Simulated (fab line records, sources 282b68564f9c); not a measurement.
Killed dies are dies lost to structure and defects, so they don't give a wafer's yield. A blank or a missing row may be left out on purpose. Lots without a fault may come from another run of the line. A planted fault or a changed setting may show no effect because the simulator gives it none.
fab line records | flow rit_cmos
record lots=6 wafers=18 last_day=7
route steps=202 shown PRETRO@70 GATE@75 FOX2@80 REOX@98 NLDD@103 M1@202
lots that met no fault: from a run of the same line without faults
start_h: hours from the record's first day to the start of the lot's first wafer shown | wait_h: hours since the lot's step before | " the same as in the row above | L1.1+2: a row that stands for several wafers | - no value, or no start given | * or withheld: withheld | < > ~ a bound
route shown NAME@n: a module of which the file shows steps, and the number in the route of the first | usual: mean/standard deviation of fault-free wafers | same: alike in all rows | chamber/n: place in a boat | sites: the reading at each site | _std_site: their standard deviation | _edge_site: outer sites' mean less inner sites' | radius_mm: how far each site lies from the wafer's centre | mask NAME#n: copy n | behind: the tool/chamber that last shaped the wafer | hold: why the lot was held/for how many hours/how that ended | device: the transistor (n, p or np) that didn't switch | end of line: the same wafers' tests at the end of the route | a step without rows: its recipe alone | killed: dies lost to structure and defects at the first sort, not the wafer's yield | map: a wafer's dies, x killed, . not, _ none there
set.NAME: the setting as run; set.NAME@STEP: as run at that earlier step | model.NAME: the simulator's own value behind a step, which no gauge read
lots at some steps of the route; a table a step, a row a wafer
services: from which hour (start_h, from the record's first day; less than 0 if before it) a tool's chamber was out of use, for how many hours, and why
## steps
# step RIT_PRETRO_OVL_MEAS_06
# usual PRETRO_OVL=1.0/1.4
# columns lot.wafer tool chamber start_h wait_h PRETRO_OVL[nm]
L732.2 overlay-02 - 42.54 - 2.7
L732.3 " - " " 1.8
L732.6 " - " " 1.2
L736.1 overlay-01 - 60.49 - -0.2
L736.4 " - " " 0.4
L736.5 " - " " -0.1
L737.1 overlay-01 - 66.55 - 3.2
L737.3 " - " " 2.5
L737.4 " - " " 1.5
L743.1 overlay-01 - 98.81 - 2.6
L743.5 " - " " 1.1
L743.6 " - " " 1.9
L744.1 overlay-01 - 103.41 - 1.5
L744.2 " - " " 3.5
L744.3 " - " " 2.1
L753.1 overlay-01 - 146.83 - -0.4
L753.2 " - " " 0.4
L753.3 " - " " 0.1
# step RIT_PRETRO_HARDBAKE_07
# recipe resist=NOVOLAK temp_c=140 time_s=120
# step RIT_PRETRO_IMPLANT_08
# recipe species=B energy_kev=45 dose_cm2=1.2e+13 tilt_deg=7
# step RIT_PRETRO_STRIP_09
# recipe chemistry=O2 time_s=180 resist=NOVOLAK platen_temp_c=withheld power_w=500 pressure_mtorr=4000 o2_flow_sccm=4000
# usual drypump_motor_current_A=5.4/0.34
# columns lot.wafer tool chamber start_h wait_h drypump_motor_current_A rf_hours_counter_h
L732.2 plasma_asher-02 1 42.97 0.1 4.7 25
L732.3 " 1 " " 4.7 -
L732.6 " 0 " " 5.7 -
L736.1 plasma_asher-04 1 60.93 0.1 5.4 43
L736.4 " 1 " " 5.3 -
L736.5 " 0 " " 5.9 -
L737.1 plasma_asher-01 1 66.98 0.1 5.5 43
L737.3 " 1 " " 5.6 -
L737.4 " 0 " " 5.3 -
L743.1 plasma_asher-04 1 99.24 0.1 5.3 47
L743.5 " 1 " " 5.3 -
L743.6 " 0 " " 5.9 -
L744.1 plasma_asher-01 1 103.85 0.1 5.5 46
L744.2 " 0 " " 5.3 46
L744.3 " 0 " " 5.3 -
L753.1 plasma_asher-01 0 147.27 0.1 5.3 51
L753.2 " 1 " " 5.5 51
L753.3 " 0 " " 5.3 -
# step RIT_PRETRO_TW_MEAS_10
# usual PRETRO_TW=473.8/2.6
# columns lot.wafer tool chamber start_h wait_h PRETRO_TW
L732.2 film_metro-04 - 43.16 0.1 472.0
L732.3 " - " " 471.6
L732.6 " - " " 473.2
L736.1 film_metro-01 - 61.10 0.1 477.3
L736.4 " - " " 475.0
L736.5 " - " " 476.8
L737.1 film_metro-03 - 67.16 0.1 470.8
L737.3 " - " " 469.8
L737.4 " - " " 471.8
L743.1 film_metro-04 - 99.42 0.1 473.0
L743.5 " - " " 477.4
L743.6 " - " " 472.3
L744.1 film_metro-03 - 104.02 0.1 473.6
L744.2 " - " " 471.8
L744.3 " - " " 472.1
L753.1 film_metro-03 - 147.44 0.1 473.1
L753.2 " - " " 470.5
L753.3 " - " " 470.1
# step RIT_GATE_WET_ETCH_00
# recipe chemistry=BOE target=SiO2 target_depth_nm=56 time_s=60 dry=n2_spin dilution=10:1 temp_c=21.5
# step RIT_GATE_CLEAN_01
# recipe chemistry=SC1 mix=3:3:50 time_s=600 temp_c=75
# step RIT_GATE_CLEAN_02
# recipe chemistry=dHF dilution=50:1 time_s=30
# step RIT_GATE_CLEAN_03
# recipe chemistry=SC2 mix=3:3:50 time_s=600 temp_c=75 dry=n2_spin
# step RIT_GATE_CLEAN_04
# recipe chemistry=dHF dilution=50:1 time_s=60 dry=n2_spin
# step RIT_FOX2_THK_MEAS_91
# recipe reads=SiO2_of_FOX2_OXIDATION_00
# usual FIELD_OXIDE_LEFT_2_THK=253/6.2
# columns lot.wafer tool chamber start_h wait_h FIELD_OXIDE_LEFT_2_THK[nm]
L732.2 film_metro-03 - 43.66 0.0 254
L732.3 " - " " 246
L732.6 " - " " 255
L736.1 film_metro-03 - 61.62 0.0 244
L736.4 " - " " 240
L736.5 " - " " 248
L737.1 film_metro-01 - 67.67 0.0 249
L737.3 " - " " 250
L737.4 " - " " 246
L743.1 film_metro-01 - 100.15 0.2 255
L743.5 " - " " 251
L743.6 " - " " 258
L744.1 film_metro-01 - 104.52 0.0 254
L744.2 " - " " 254
L744.3 " - " " 259
L753.1 film_metro-01 - 147.94 0.0 244
L753.2 " - " " 247
L753.3 " - " " 241
# step RIT_GATE_OXIDATION_05
# recipe temp_c=900 ambient=O2 target_thk_a=30 ox_time_s=270
# step RIT_GATE_ANNEAL_06
# recipe temp_c=900 time_s=600 ambient=N2O
# usual spike_tc_source_C=922.9/2.2
# columns lot.wafer tool chamber start_h wait_h spike_tc_source_C
L732.2 furnace-02 0 44.78 0.0 923.6
L732.3 " 0 " " 924.4
L732.6 " 0 " " 923.1
L736.1 furnace-03 0 63.13 0.0 919.3
L736.4 " 0 " " 920.9
L736.5 " 0 " " 920.8
L737.1 furnace-03 0 69.21 0.0 920.6
L737.3 " 0 " " 921.8
L737.4 " 0 " " 922.0
L743.1 furnace-04 0 102.05 0.8 924.2
L743.5 " 0 " " 926.1
L743.6 " 0 " " 926.1
L744.1 furnace-02 0 105.65 0.0 922.9
L744.2 " 0 " " 922.5
L744.3 " 0 " " 923.1
L753.1 furnace-02 0 149.34 0.0 923.7
L753.2 " 0 " " 922.9
L753.3 " 0 " " 923.2
# step RIT_GATE_THK_MEAS_07
# recipe reads=SiO2_of_GATE_OXIDATION_05
# usual GATE_OXIDE_THK=3.02/0.058
# columns lot.wafer tool chamber start_h wait_h GATE_OXIDE_THK[nm]
L732.2 film_metro-03 - 45.04 0.0 3.10
L732.3 " - " " 3.07
L732.6 " - " " 3.10
L736.1 film_metro-01 - 63.38 0.0 3.03
L736.4 " - " " 3.04
L736.5 " - " " 2.91
L737.1 film_metro-03 - 69.46 0.0 2.99
L737.3 " - " " 3.02
L737.4 " - " " 2.99
L743.1 film_metro-01 - 102.30 0.0 2.97
L743.5 " - " " 2.97
L743.6 " - " " 2.93
L744.1 film_metro-03 - 105.90 0.0 2.99
L744.2 " - " " 3.08
L744.3 " - " " 3.08
L753.1 film_metro-03 - 149.59 0.0 3.01
L753.2 " - " " 3.02
L753.3 " - " " 3.02
# step RIT_GATE_CVD_08
# recipe material=poly-Si target_thk_nm=250 temp_c=610 precursor=SiH4 time_s=2220 pressure_mtorr=300 sih4_flow_sccm=100
# step RIT_GATE_THK_MEAS_09
# recipe reads=poly-Si_of_GATE_CVD_08
# usual GATE_POLY_THK=249.8/1.9
# columns lot.wafer tool chamber start_h wait_h GATE_POLY_THK[nm]
L732.2 film_metro-01 - 46.72 0.0 249.2
L732.3 " - " " 249.8
L732.6 " - " " 247.7
L736.1 film_metro-01 - 65.06 0.0 247.7
L736.4 " - " " 249.2
L736.5 " - " " 250.3
L737.1 film_metro-02 - 71.14 0.0 250.2
L737.3 " - " " 249.0
L737.4 " - " " 249.9
L743.1 film_metro-03 - 105.63 0.0 248.7
L743.5 " - " " 251.0
L743.6 " - " " 250.3
L744.1 film_metro-01 - 107.58 0.0 249.2
L744.2 " - " " 248.3
L744.3 " - " " 249.1
L753.1 film_metro-01 - 151.27 0.0 250.6
L753.2 " - " " 254.0
L753.3 " - " " 248.9
# step RIT_GATE_HMDS_10
# recipe prime_time_s=60 prime_temp_c=140
# step RIT_GATE_COAT_11
# recipe resist=NOVOLAK spin_rpm=4250 resist_thk_nm=850
# step RIT_GATE_SOFTBAKE_12
# recipe resist=NOVOLAK temp_c=90 time_s=60
# step RIT_GATE_EXPOSE_13
# recipe mask_id=M6 na=0.6 source_shape=conventional sigma_outer=0.6 target_cd_nm=150 dose_mj=380
# step RIT_GATE_PEB_14
# recipe resist=NOVOLAK temp_c=withheld time_s=withheld
# step RIT_GATE_DEVELOP_15
# recipe resist=NOVOLAK develop_time_s=50 dev_temp_c=23
# step RIT_GATE_CD_MEAS_16
# recipe target_cd_nm=150
# usual cd_nm=149.9/2.6
# columns lot.wafer tool chamber start_h wait_h cd_nm
L732.2 cd_sem-02 - 47.97 - 151.1
L732.3 " - " " 150.6
L732.6 " - " " 147.1
L736.1 cd_sem-01 - 66.27 - 146.6
L736.4 " - " " 143.9
L736.5 " - " " 145.8
L737.1 cd_sem-02 - 72.33 - 145.8
L737.3 " - " " 148.0
L737.4 " - " " 146.0
L743.1 cd_sem-01 - 106.67 - 147.2
L743.5 " - " " 149.9
L743.6 " - " " 147.5
L744.1 cd_sem-02 - 108.62 - 153.9
L744.2 " - " " 153.2
L744.3 " - " " 151.5
L753.1 cd_sem-01 - 152.18 - 149.9
L753.2 " - " " 151.7
L753.3 " - " " 149.8
# step RIT_GATE_OVL_MEAS_17
# usual GATE_OVL=0.3/1.2
# columns lot.wafer tool chamber start_h wait_h GATE_OVL[nm]
L732.2 overlay-02 - 48.08 0.1 3.3
L732.3 " - " " 2.4
L732.6 " - " " 1.9
L736.1 overlay-02 - 66.39 0.1 1.1
L736.4 " - " " -0.1
L736.5 " - " " -0.2
L737.1 overlay-01 - 72.45 0.1 -0.3
L737.3 " - " " -0.4
L737.4 " - " " 1.1
L743.1 overlay-02 - 106.79 0.1 -0.4
L743.5 " - " " -0.5
L743.6 " - " " 0.3
L744.1 overlay-01 - 108.74 0.1 1.4
L744.2 " - " " 0.8
L744.3 " - " " 2.0
L753.1 overlay-01 - 152.30 0.1 -1.6
L753.2 " - " " -0.8
L753.3 " - " " -0.4
# step RIT_GATE_HARDBAKE_18
# recipe resist=NOVOLAK temp_c=140 time_s=60
# step RIT_GATE_ETCH_19
# recipe chemistry=SF6/CHF3/O2 time_s=165 SF6_flow_sccm=30 CHF3_flow_sccm=30 O2_flow_sccm=5 target=poly-Si pressure_mtorr=40 rf_w=160 target_depth_a=3125 over_etch_frac=0.25 stop_on=SiO2
# usual SF6_flow_sccm=30.01/0.093 drypump_motor_current_A=5.8/0.34 oes_product_au=0.842/0.011 throttle_valve_pct=10.22/0.15
# columns lot.wafer tool chamber start_h wait_h SF6_flow_sccm drypump_motor_current_A oes_product_au rf_hours_counter_h throttle_valve_pct
L732.2 rie_si-01 2 48.26 0.1 30.07 6.1 0.836 86 9.93
L732.3 " 1 " " 29.94 5.9 0.839 0 10.34
L732.6 " 1 " " 30.05 5.9 0.825 - 10.33
L736.1 rie_si-01 3 66.58 0.1 29.91 5.5 0.830 2 10.24
L736.4 " 1 " " 29.89 5.9 0.834 0 10.35
L736.5 " 3 " " 30.07 5.5 0.844 - 10.23
L737.1 rie_si-02 0 72.63 0.1 30.02 5.4 0.854 143 10.31
L737.3 " 3 " " 30.04 5.7 0.839 92 10.18
L737.4 " 1 " " 30.26 5.9 0.816 65 10.31
L743.1 rie_si-02 2 106.97 0.1 30.06 5.3 0.848 131 10.13
L743.5 " 2 " " 30.02 5.4 0.849 - 10.12
L743.6 " 3 " " 29.93 5.8 0.842 - 10.19
L744.1 rie_si-01 1 108.92 0.1 29.97 5.9 0.842 1 10.34
L744.2 " 3 " " 30.29 5.5 0.832 2 10.23
L744.3 " 0 " " 29.99 6.6 0.858 2 10.44
L753.1 rie_si-02 1 152.48 0.1 29.98 5.9 0.815 66 10.33
L753.2 " 2 " " 30.05 5.4 0.851 132 10.14
L753.3 " 3 " " 30.06 5.7 0.845 93 10.17
# step RIT_GATE_STRIP_20
# recipe chemistry=O2 time_s=180 resist=NOVOLAK platen_temp_c=withheld power_w=500 pressure_mtorr=4000 o2_flow_sccm=4000
# usual drypump_motor_current_A=5.4/0.44
# columns lot.wafer tool chamber start_h wait_h drypump_motor_current_A rf_hours_counter_h
L732.2 plasma_asher-03 0 48.36 0.1 4.7 39
L732.3 " 0 " " 4.7 -
L732.6 " 1 " " 5.9 -
L736.1 plasma_asher-03 1 66.69 0.1 5.9 41
L736.4 " 1 " " 5.9 -
L736.5 " 1 " " 5.9 -
L737.1 plasma_asher-01 1 72.74 0.1 5.6 43
L737.3 " 0 " " 5.3 -
L737.4 " 1 " " 5.5 -
L743.1 plasma_asher-04 0 107.08 0.1 5.9 47
L743.5 " 0 " " 5.9 -
L743.6 " 1 " " 5.4 -
L744.1 plasma_asher-03 1 109.03 0.1 5.9 45
L744.2 " 0 " " 4.7 45
L744.3 " 0 " " 4.7 -
L753.1 plasma_asher-01 1 152.59 0.1 5.6 52
L753.2 " 0 " " 5.3 52
L753.3 " 0 " " 5.3 -
# step RIT_GATE_CD_MEAS_90
# recipe target_cd_nm=150
# usual cd_nm=150.0/2.7
# columns lot.wafer tool chamber start_h wait_h cd_nm
L732.2 cd_sem-01 - 48.56 0.1 150.9
L732.3 " - " " 150.6
L732.6 " - " " 147.2
L736.1 cd_sem-01 - 66.86 0.1 147.0
L736.4 " - " " 144.3
L736.5 " - " " 146.7
L737.1 cd_sem-02 - 72.92 0.1 145.9
L737.3 " - " " 148.1
L737.4 " - " " 146.1
L743.1 cd_sem-02 - 107.26 0.1 147.1
L743.5 " - " " 150.2
L743.6 " - " " 148.0
L744.1 cd_sem-01 - 109.21 0.1 153.8
L744.2 " - " " 153.8
L744.3 " - " " 152.2
L753.1 cd_sem-02 - 152.77 0.1 150.1
L753.2 " - " " 151.8
L753.3 " - " " 149.9
# step RIT_REOX_CLEAN_00
# recipe chemistry=SC1 mix=3:3:50 time_s=600 temp_c=75
# step RIT_REOX_CLEAN_01
# recipe chemistry=dHF dilution=50:1 time_s=30
# step RIT_REOX_CLEAN_02
# recipe chemistry=SC2 mix=3:3:50 time_s=600 temp_c=75 dry=n2_spin
# step RIT_REOX_OXIDATION_03
# recipe temp_c=900 ambient=O2 target_thk_a=252 ox_time_s=5580
# step RIT_REOX_THK_MEAS_04
# recipe reads=SiO2_of_REOX_OXIDATION_03
# usual REOX_OXIDE_THK=25.1/0.49
# columns lot.wafer tool chamber start_h wait_h REOX_OXIDE_THK[nm]
L732.2 film_metro-02 - 51.59 0.0 24.5
L732.3 " - " " 24.6
L732.6 " - " " 24.6
L736.1 film_metro-02 - 69.94 0.0 25.2
L736.4 " - " " 25.3
L736.5 " - " " 25.6
L737.1 film_metro-04 - 76.47 0.0 24.4
L737.3 " - " " 24.4
L737.4 " - " " 24.3
L743.1 film_metro-04 - 111.56 0.0 24.9
L743.5 " - " " 25.0
L743.6 " - " " 24.8
L744.1 film_metro-03 - 112.24 0.0 25.0
L744.2 " - " " 25.1
L744.3 " - " " 25.1
L753.1 film_metro-03 - 155.87 0.0 25.6
L753.2 " - " " 25.1
L753.3 " - " " 24.9
# step RIT_NLDD_HMDS_00
# recipe prime_time_s=60 prime_temp_c=140
# step RIT_NLDD_COAT_01
# recipe resist=NOVOLAK spin_rpm=3250 resist_thk_nm=1000
# step RIT_NLDD_SOFTBAKE_02
# recipe resist=NOVOLAK temp_c=90 time_s=60
# step RIT_NLDD_EXPOSE_03
# recipe mask_id=M7 na=0.57 target_cd_nm=40700 dose_mj=250
# step RIT_NLDD_PEB_04
# recipe resist=NOVOLAK temp_c=withheld time_s=withheld
# step RIT_NLDD_DEVELOP_05
# recipe resist=NOVOLAK develop_time_s=50 dev_temp_c=23
# step RIT_NLDD_OVL_MEAS_06
# usual NLDD_OVL=-0.8/1.8
# columns lot.wafer tool chamber start_h wait_h NLDD_OVL[nm]
L732.2 overlay-01 - 52.62 - -2.5
L732.3 " - " " -2.3
L732.6 " - " " -0.8
L736.1 overlay-01 - 70.97 - -1.7
L736.4 " - " " -1.2
L736.5 " - " " -0.7
L737.1 overlay-01 - 77.67 - -0.9
L737.3 " - " " 0.6
L737.4 " - " " 0.3
L743.1 overlay-02 - 112.73 - 4.4
L743.5 " - " " 3.5
L743.6 " - " " 2.4
L744.1 overlay-01 - 113.28 - -2.2
L744.2 " - " " -1.9
L744.3 " - " " -2.9
L753.1 overlay-02 - 156.78 - -1.0
L753.2 " - " " -2.4
L753.3 " - " " -1.8
# step RIT_NLDD_HARDBAKE_07
# recipe resist=NOVOLAK temp_c=140 time_s=60
# step RIT_NLDD_IMPLANT_08
# recipe species=P energy_kev=20 dose_cm2=5e+14 tilt_deg=7
# step RIT_M1_PROBE_99
# usual killed_at_contacts=0.0/0.18 killed_at_front_end=7/3.1 killed_dies=7/3.1 killed_open=3.2/2.1 killed_short=3.4/2
# same gross_dies=264 killed_at_M0_to_M3=0 killed_at_M4_up=0 killed_at_back_side=0 killed_at_other=0
# columns lot.wafer tool chamber start_h wait_h killed_at_contacts killed_at_front_end killed_dies killed_open killed_short model.etest.diode_nwell_sub.leak_log10_a_cm2 model.etest.pmos_0p15.gate_bv_v model.etest.nmos_0p15.gate_bv_v model.etest.pmos_0p15.bv_v model.etest.pmos_0p3.bv_v model.etest.nmos_0p3.bv_v model.etest.nmos_0p15.bv_v model.etest.diode_pplus_nwell.leak_log10_a_cm2
L732.2 prober-02 - 68.31 0.1 1 4 5 2 3 -7.36 4.813 4.925 5.765 5.762 5.534 5.534 -6.067
L732.3 prober-02 - 68.36 0.2 0 8 8 4 4 -7.858 4.777 4.902 5.724 5.722 5.535 5.535 -6.205
L732.6 prober-02 - 68.51 0.2 0 5 5 1 4 -7.44 4.777 4.908 5.716 5.715 5.54 5.54 -6.013
L736.1 prober-02 - 86.85 0.1 0 6 6 3 3 -6.382 4.237 4.301 5.305 5.305 5.196 5.196 -5.718
L736.4 prober-02 - 87.00 0.2 0 8 8 2 6 -6.49 4.202 4.329 5.28 5.279 5.229 5.229 -5.823
L736.5 prober-02 - 87.05 0.2 0 8 8 1 7 -6.109 4.168 4.299 5.242 5.242 5.217 5.217 -5.946
L737.1 prober-01 - 93.43 0.1 0 13 13 8 5 -6.55 4.212 4.301 5.272 5.271 5.195 5.195 -5.676
L737.3 prober-01 - 93.53 0.2 0 12 12 7 5 -6.623 4.196 4.3 5.257 5.256 5.198 5.198 -5.897
L737.4 prober-01 - 93.58 0.2 0 4 4 1 3 -6.206 4.202 4.279 5.278 5.278 5.193 5.193 -5.99
L744.1 prober-01 - 129.35 0.1 0 2 2 2 0 -7.517 4.673 4.781 5.649 5.648 5.497 5.497 -6.35
L744.2 prober-01 - 129.40 0.1 0 6 6 2 4 -7.591 4.803 4.885 5.73 5.729 5.557 5.557 -6.314
L744.3 prober-01 - 129.45 0.2 0 6 6 3 3 -7.573 4.79 4.841 5.742 5.74 5.555 5.555 -6.009
L743.1 prober-02 - 130.73 0.1 0 3 3 1 2 -7.438 4.688 4.773 5.564 5.563 5.471 5.471 -6.235
L743.5 prober-02 - 130.93 0.2 0 5 5 3 2 -7.564 4.698 4.828 5.571 5.571 5.482 5.482 -6.312
L743.6 prober-02 - 130.98 0.2 0 6 6 1 5 -7.629 4.611 4.698 5.564 5.564 5.417 5.417 -6.25
L753.1 prober-02 - 173.02 0.1 0 4 4 2 2 -7.486 4.729 4.818 5.649 5.649 5.52 5.52 -5.963
L753.2 prober-02 - 173.07 0.1 0 9 9 6 3 -7.518 4.75 4.785 5.668 5.667 5.509 5.509 -5.782
L753.3 prober-02 - 173.12 0.2 0 7 7 3 4 -7.466 4.748 4.829 5.67 5.669 5.541 5.541 -6.032
# killed by level:class
L732.2 FOX2:geometric_particle:short=2 GATE:geometric_particle:short=1 SPACER:geometric_particle:open=1 CONTACT:geometric_particle:open=1
L732.3 FOX1:geometric_particle:open=2 FOX1:geometric_particle:short=1 GATE:geometric_particle:short=1 REOX:geometric_particle:open=1 REOX:geometric_particle:short=1 SPACER:geometric_particle:open=1 SILICIDE:geometric_particle:short=1
L732.6 GATE:geometric_particle:open=1 GATE:geometric_particle:short=1 REOX:geometric_particle:short=1 SPACER:geometric_particle:short=1 SILICIDE:geometric_particle:short=1
L736.1 FOX1:geometric_particle:open=1 FOX2:geometric_particle:short=1 GATE:geometric_particle:short=1 GATE:geometric_particle:open=1 SPACER:geometric_particle:short=1 SPACER:geometric_particle:open=1
L736.4 FOX1:geometric_particle:short=2 SILICIDE:geometric_particle:short=2 FOX2:geometric_particle:short=1 GATE:geometric_particle:open=1 REOX:geometric_particle:open=1 SPACER:geometric_particle:short=1
L736.5 SPACER:geometric_particle:short=3 SILICIDE:geometric_particle:short=3 FOX1:geometric_particle:short=1 FOX2:geometric_particle:open=1
L737.1 SILICIDE:geometric_particle:open=3 REOX:geometric_particle:open=2 SPACER:geometric_particle:open=2 SPACER:geometric_particle:short=2 SILICIDE:geometric_particle:short=2 GATE:geometric_particle:open=1 REOX:geometric_particle:short=1
L737.3 GATE:geometric_particle:open=2 GATE:geometric_particle:short=2 REOX:geometric_particle:short=2 SPACER:geometric_particle:open=2 FOX2:geometric_particle:open=1 FOX2:geometric_particle:short=1 REOX:geometric_particle:open=1 SILICIDE:geometric_particle:open=1
L737.4 GATE:geometric_particle:short=1 GATE:geometric_particle:open=1 REOX:geometric_particle:short=1 SILICIDE:geometric_particle:short=1
L744.1 GATE:geometric_particle:open=1 SPACER:geometric_particle:open=1
L744.2 GATE:geometric_particle:open=2 GATE:geometric_particle:short=2 REOX:geometric_particle:short=1 SILICIDE:geometric_particle:short=1
L744.3 GATE:geometric_particle:open=2 GATE:geometric_particle:short=2 REOX:geometric_particle:short=1 SILICIDE:geometric_particle:open=1
L743.1 GATE:geometric_particle:short=2 GATE:geometric_particle:open=1
L743.5 FOX1:geometric_particle:open=1 GATE:geometric_particle:short=1 REOX:geometric_particle:short=1 REOX:geometric_particle:open=1 SPACER:geometric_particle:open=1
L743.6 GATE:geometric_particle:short=4 GATE:geometric_particle:open=1 SPACER:geometric_particle:short=1
L753.1 GATE:geometric_particle:open=2 GATE:geometric_particle:short=1 REOX:geometric_particle:short=1
L753.2 SPACER:geometric_particle:open=2 FOX1:geometric_particle:open=1 FOX2:geometric_particle:open=1 FOX2:geometric_particle:short=1 GATE:geometric_particle:open=1 REOX:geometric_particle:open=1 REOX:geometric_particle:short=1 SPACER:geometric_particle:short=1
L753.3 FOX2:geometric_particle:open=2 GATE:geometric_particle:short=2 FOX2:geometric_particle:short=1 GATE:geometric_particle:open=1 REOX:geometric_particle:short=1
## services
# columns tool chamber start_h hours kind
furnace-03 - 31.21 1.1 repair
rie_si-01 1 34.71 - clean
rie_si-01 1 34.71 12.4 scheduled_down
rie_si-01 1 34.71 12.4 vent_cycle
furnace-04 - 34.86 3.6 pm
furnace-03 - 88.27 2.9 pm
plasma_asher-04 - 108.75 9.0 pm
plasma_asher-04 0 108.75 9.0 vent_cycle
plasma_asher-04 1 108.75 9.0 vent_cycle
plasma_asher-02 - 112.24 1.4 repair
plasma_asher-04 0 117.75 - clean
plasma_asher-04 1 117.75 - clean
rie_si-01 0 125.41 32.9 repair
plasma_asher-02 - 136.57 2.0 repair
rie_si-02 0 144.00 - clean
rie_si-02 0 144.00 14.9 scheduled_down
rie_si-02 0 144.00 14.9 vent_cycle
## key
first_sign none at tools or gauges
model_effect step=RIT_M1_PROBE_99 value=etest.diode_nwell_sub.leak_log10_a_cm2 without=-7.533 struck=-6.393
met_at RIT_GATE_ANNEAL_06
struck_wafers L736.1,L736.4,L736.5,L737.1,L737.3,L737.4
tester_left_out L736,L737
fault kind=metallic_contamination_source tool=furnace-03 chamber=- onset_h=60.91 steps=RIT_GATE_ANNEAL_06 rate_cm2_per_visit=1e+12 species=metal_fe_cm2
# tester_left_out: of these lots the tester's yield and bins aren't shown, on N5 and GAA mostly nor the transistor test; their killed dies are dies lost to structure and defects alone, not to doping, threshold or leakage, so they don't give the yield
